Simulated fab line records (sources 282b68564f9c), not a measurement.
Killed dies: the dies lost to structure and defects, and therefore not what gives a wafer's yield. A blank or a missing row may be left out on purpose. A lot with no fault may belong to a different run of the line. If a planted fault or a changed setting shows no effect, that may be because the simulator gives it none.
Lot-split experiment :: flow rit_cmos :: 23 wafers read from 5 lots, route of 202 steps

ABOUT THE SPLIT
At RIT_NLDD_IMPLANT_08, the setting dose_cm2 was moved away from the recipe's 5e+14 on 8 of the 23 wafers read, by +4.5% to +6.0%. The other wafers ran this setting at the recipe's value.

FROM THE SPLIT TO THE READING: what the file shows between them, 10 steps
- RIT_NLDD_STRIP_09: strips in O2, time 180 s
- RIT_NLDD_TW_MEAS_10
- RIT_SPACER_CVD_03: deposits Si3N4 from SiH2Cl2/NH3, target thk 250 nm, time 3300 s (also split here: pressure_mtorr)
- RIT_SPACER_THK_MEAS_04
- RIT_SPACER_ETCHBACK_05: etches Si3N4 in SF6/CHF3, stops on SiO2, target depth 250 nm, time 240 s
- RIT_PSD_IMPLANT_08 (also split here: energy_kev)
- RIT_SDANNEAL_CLEAN_01: cleans in dHF, time 30 s (also split here: time_s)
- RIT_SDANNEAL_CLEAN_02: cleans in SC2, time 600 s
- RIT_SDANNEAL_RTA_03: time 5 s
- RIT_SDANNEAL_RS_MEAS_04: measures by four-point-probe

THE READING
NLDD_RS, in ohm/sq, at RIT_SDANNEAL_RS_MEAS_07 (measures by four-point-probe). A value of 151.4 ohm/sq with a standard deviation of 0.6 ohm/sq is what fault-free wafers of this fab line usually give.

wafer: L075.1
tool, chamber at the split: implanter-03, 0
dose_cm2 as run: 5e+14
against the recipe: recipe
NLDD_RS, ohm/sq: 151.3
against lot-mates on the recipe: -

wafer: L075.2
tool, chamber at the split: implanter-03, 0
dose_cm2 as run: 5e+14
against the recipe: recipe
NLDD_RS, ohm/sq: 151.0
against lot-mates on the recipe: -

wafer: L075.3
tool, chamber at the split: implanter-03, 0
dose_cm2 as run: 5.225e+14
against the recipe: +4.5%
NLDD_RS, ohm/sq: 145.3
against lot-mates on the recipe: -5.8

wafer: L075.4
tool, chamber at the split: implanter-03, 0
dose_cm2 as run: 5.225e+14
against the recipe: +4.5%
NLDD_RS, ohm/sq: 145.3
against lot-mates on the recipe: -5.8

wafer: L075.6
tool, chamber at the split: implanter-03, 0
dose_cm2 as run: 5.225e+14
against the recipe: +4.5%
NLDD_RS, ohm/sq: 145.9
against lot-mates on the recipe: -5.2

wafer: L074.2
tool, chamber at the split: implanter-02, 0
dose_cm2 as run: 5.259e+14
against the recipe: +5.2%
NLDD_RS, ohm/sq: 145.9
against lot-mates on the recipe: -6.2

wafer: L074.3
tool, chamber at the split: implanter-02, 0
dose_cm2 as run: 5.259e+14
against the recipe: +5.2%
NLDD_RS, ohm/sq: 145.6
against lot-mates on the recipe: -6.5

wafer: L074.4
tool, chamber at the split: implanter-02, 0
dose_cm2 as run: 5e+14
against the recipe: recipe
NLDD_RS, ohm/sq: 152.2
against lot-mates on the recipe: -

wafer: L074.5
tool, chamber at the split: implanter-02, 0
dose_cm2 as run: 5e+14
against the recipe: recipe
NLDD_RS, ohm/sq: 152.1
against lot-mates on the recipe: -

wafer: L074.6
tool, chamber at the split: implanter-02, 0
dose_cm2 as run: 5.259e+14
against the recipe: +5.2%
NLDD_RS, ohm/sq: 145.9
against lot-mates on the recipe: -6.2

wafer: L076.3
tool, chamber at the split: implanter-02, 0
dose_cm2 as run: 5e+14
against the recipe: recipe
NLDD_RS, ohm/sq: 151.2
against lot-mates on the recipe: -

wafer: L076.4
tool, chamber at the split: implanter-02, 0
dose_cm2 as run: 5e+14
against the recipe: recipe
NLDD_RS, ohm/sq: 151.1
against lot-mates on the recipe: -

wafer: L076.5
tool, chamber at the split: implanter-02, 0
dose_cm2 as run: 5e+14
against the recipe: recipe
NLDD_RS, ohm/sq: 151.1
against lot-mates on the recipe: -

wafer: L080.1
tool, chamber at the split: implanter-02, 0
dose_cm2 as run: 5.301e+14
against the recipe: +6.0%
NLDD_RS, ohm/sq: 144.4
against lot-mates on the recipe: -7.1

wafer: L080.2
tool, chamber at the split: implanter-02, 0
dose_cm2 as run: 5e+14
against the recipe: recipe
NLDD_RS, ohm/sq: 151.9
against lot-mates on the recipe: -

wafer: L080.4
tool, chamber at the split: implanter-02, 0
dose_cm2 as run: 5e+14
against the recipe: recipe
NLDD_RS, ohm/sq: 151.2
against lot-mates on the recipe: -

wafer: L080.5
tool, chamber at the split: implanter-02, 0
dose_cm2 as run: 5e+14
against the recipe: recipe
NLDD_RS, ohm/sq: 151.3
against lot-mates on the recipe: -

wafer: L080.6
tool, chamber at the split: implanter-02, 0
dose_cm2 as run: 5.301e+14
against the recipe: +6.0%
NLDD_RS, ohm/sq: 144.5
against lot-mates on the recipe: -7.0

wafer: L084.2
tool, chamber at the split: implanter-02, 0
dose_cm2 as run: 5e+14
against the recipe: recipe
NLDD_RS, ohm/sq: 150.5
against lot-mates on the recipe: -

wafer: L084.3
tool, chamber at the split: implanter-02, 0
dose_cm2 as run: 5e+14
against the recipe: recipe
NLDD_RS, ohm/sq: 150.8
against lot-mates on the recipe: -

wafer: L084.4
tool, chamber at the split: implanter-02, 0
dose_cm2 as run: 5e+14
against the recipe: recipe
NLDD_RS, ohm/sq: 150.2
against lot-mates on the recipe: -

wafer: L084.5
tool, chamber at the split: implanter-02, 0
dose_cm2 as run: 5e+14
against the recipe: recipe
NLDD_RS, ohm/sq: 150.8
against lot-mates on the recipe: -

wafer: L084.6
tool, chamber at the split: implanter-02, 0
dose_cm2 as run: 5e+14
against the recipe: recipe
NLDD_RS, ohm/sq: 150.6
against lot-mates on the recipe: -

THE FIT
A straight line over all 23 wafers: NLDD_RS changes by -1.12 ohm/sq for each +1% of dose_cm2; r = -0.98; the points scatter about the line by 0.56 ohm/sq.
The same after taking each lot's own level away (the mean of its wafers on the recipe; 23 wafers): -1.21 ohm/sq for each +1%; r = -1.00; scatter 0.24 ohm/sq.
The reading moves by 7.3 ohm/sq for the largest change in dose_cm2, on that fit.
The lots' own levels span 150.58 to 152.15 ohm/sq, that is 2.6 times the standard deviation above.
So the lot-to-lot level changes the slope little: the two slopes agree.
Check: -7.36 ohm/sq against its lot-mates is what the line predicts for one of the wafers moved furthest among these (+6.0%) when that wafer is left out of the fit. Against them it came out at -7.07 ohm/sq.

OTHER SPLITS APPLIED TO THESE WAFERS
Other splits were also applied to these wafers ahead of the reading. Each is held against what the fit with the lots' levels taken away leaves over:
other split on the same wafers: RIT_NLDD_COAT_01 spin_rpm
wafers away from the commonest value: 11
r with NLDD_RS (lot level and that fit taken away): -0.20

other split on the same wafers: RIT_SPACER_CVD_03 pressure_mtorr
wafers away from the commonest value: 15
r with NLDD_RS (lot level and that fit taken away): +0.13

other split on the same wafers: RIT_PSD_IMPLANT_08 energy_kev
wafers away from the commonest value: 7
r with NLDD_RS (lot level and that fit taken away): -0.19

other split on the same wafers: RIT_SDANNEAL_CLEAN_01 time_s
wafers away from the commonest value: 18
r with NLDD_RS (lot level and that fit taken away): -0.32

THE WHOLE CHAIN: every reading that the file lists as answering this split, in the file's order
step: RIT_NLDD_TW_MEAS_10
what it does: 
reading: NLDD_TW
change (the file's fit): +5.92 for each +1% of the setting
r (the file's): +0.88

step: RIT_SDANNEAL_RS_MEAS_07
what it does: measures by four-point-probe
reading: NLDD_RS
change (the file's fit): -1.21 for each +1% of the setting
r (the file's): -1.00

FILE'S OWN FIT
NLDD_RS changes by -1.21 ohm/sq for each +1% of dose_cm2, r = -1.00.
